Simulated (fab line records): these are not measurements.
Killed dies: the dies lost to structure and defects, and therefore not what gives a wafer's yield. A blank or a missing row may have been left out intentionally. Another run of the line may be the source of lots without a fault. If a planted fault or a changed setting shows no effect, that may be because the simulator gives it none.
Comparing a struck lot with a sound one / flow berkeley_cmos170 / 14 out of 331 route steps
Sound: the wafers L864.3, L864.5, L864.6. Struck: wafers L854.2, L854.3, L854.6. Last of all comes the cause.
At each step with rows: each side's tool, then ch and its chambers, then its first start. Under that, the readings that differ: sound wafers / struck wafers / difference of the means / sigmas: that difference in standard deviations of wafers without a fault.
alike: words and numbers the same on both sides, and readings whose means are apart by under 2 such deviations; not compared: readings that were withheld, readings missing a value for some wafer, numbers with overlapping values and no deviation given by the record, and bounds like >300 which may hide the same value.
Wherever a step has rows on one side only, a row that says differs or no value, or a row with sigmas, the two part there. When numbers do not overlap yet have no deviation, they are printed without sigmas and do not part them. Lack of a reading on every wafer of one side parts them only where that side has two or more wafers.

first, 1 step without rows for these wafers: UCB170_NVT_IMPLANT_07.
UCB170_NVT_STRIP_08: strips in O2.
  sound on plasma_asher-03 ch 0,1, day 8 14:55; struck on plasma_asher-04 ch 0,1, day 6 17:54
  alike: chamber_pressure_mTorr, drypump_motor_current_A, oes_product_au, strip_time_to_endpoint_s
  not compared: rf_hours_counter_h
UCB170_NVT_TW_MEAS_09:
  sound on film_metro-03, day 8 15:01; struck on film_metro-04, day 6 18:01
reading=NVT_TW; sound=537 534 538; struck=523 524 524; difference=-13; sigmas=-2
then, 7 steps without rows for these wafers: UCB170_NVT_CLEAN_10 (cleans in SPM, time 600 s); UCB170_PVT_HMDS_00 (prime time 60 s); UCB170_PVT_COAT_01 (resist thk 900 nm); UCB170_PVT_SOFTBAKE_02 (time 60 s); UCB170_PVT_EXPOSE_03 (exposes mask NWELL, target cd 3000 nm); UCB170_PVT_PEB_04; UCB170_PVT_DEVELOP_05 (develop time 45 s).
UCB170_PVT_OVL_MEAS_06:
  sound on overlay-02, day 8 18:02; struck on overlay-02, day 6 20:27
  alike: PVT_OVL
after that, 1 step had no rows for these wafers: UCB170_PVT_IMPLANT_07.
UCB170_PVT_STRIP_08: strips in O2.
  sound on plasma_asher-03 ch 0,1, day 8 18:14; struck on plasma_asher-03 ch 0,1, day 6 20:38
  no value came back on the struck wafers for any of 5 readings (chamber_pressure_mTorr (mTorr), drypump_motor_current_A (A) and others); on the sound wafers chamber_pressure_mTorr (mTorr) reads 3496 3500 3504
reading=model.KrF_of_PVT_COAT_01.thk_nm (nm); sound=0 0 0; struck=889.8 890.2 887.8; difference=+889.3; sigmas=
  not compared: rf_hours_counter_h
UCB170_PVT_TW_MEAS_09:
  sound on film_metro-04, day 8 18:19; struck on film_metro-01, day 6 20:44
  alike: PVT_TW

## WHERE THEY PART
Earliest at UCB170_NVT_TW_MEAS_09; latest, in this record, at UCB170_PVT_STRIP_08. Later steps at which nothing parts them and some readings are alike: UCB170_PVT_TW_MEAS_09.

WHY: whatever the simulator had introduced
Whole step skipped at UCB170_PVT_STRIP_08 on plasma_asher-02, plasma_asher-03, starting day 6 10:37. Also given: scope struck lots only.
